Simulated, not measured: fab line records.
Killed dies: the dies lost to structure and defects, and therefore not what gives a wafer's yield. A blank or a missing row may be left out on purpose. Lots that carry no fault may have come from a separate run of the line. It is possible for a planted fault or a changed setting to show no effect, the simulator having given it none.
Matching of chambers	flow berkeley cmos170	cmp-01 running UCB170_V2_CMP_02: 4 sister chambers
The step polishes SiO2. 4 wafers are shown with their chamber, then 7 later ones without.

## WAFERS PAIRED WITH THEIR CHAMBERS
wafer	chamber	motor current A (A)
L995.1	1	16.1
L998.4	0	14.5
L102.4	3	15.5
L102.5	2	13.6

## WAFERS MISSING THEIR CHAMBER
wafer	motor current A (A)
L102.6	16.9
L108.2	16.8
L108.5	16.1
L108.6	13.6
L107.1	16.8
L107.2	14.7
L107.6	14.1

## WHICH CHAMBER EACH WENT THROUGH
wafer	from the rows above	in truth
L102.6	can't be placed: 1 or 3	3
L108.2	can't be placed: 1 or 3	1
L108.5	can't be placed: 1 or 3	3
L108.6	can't be placed: 2 or 0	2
L107.1	can't be placed: 1 or 3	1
L107.2	can't be placed: 0 or 3 or 2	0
L107.6	can't be placed: 0 or 2 or 3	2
0 of 7 placed correctly. These rows do not allow placing 7 (true chamber among the candidates in 7). Placed wrongly: 0.
How it was worked out, from the rows above alone: a wafer's distance from a chamber is the root of the sum, over the readings, of the square of ((its reading less the chamber's mean) divided by the reading's scatter). The wafer belongs to the nearest chamber; if the next one is less than 2 further off, it can't be placed. Each chamber's mean is taken over the wafers shown for it. The scatter: root of mean squared gap, hidden wafer to nearest shown wafer, with one shown wafer a chamber.
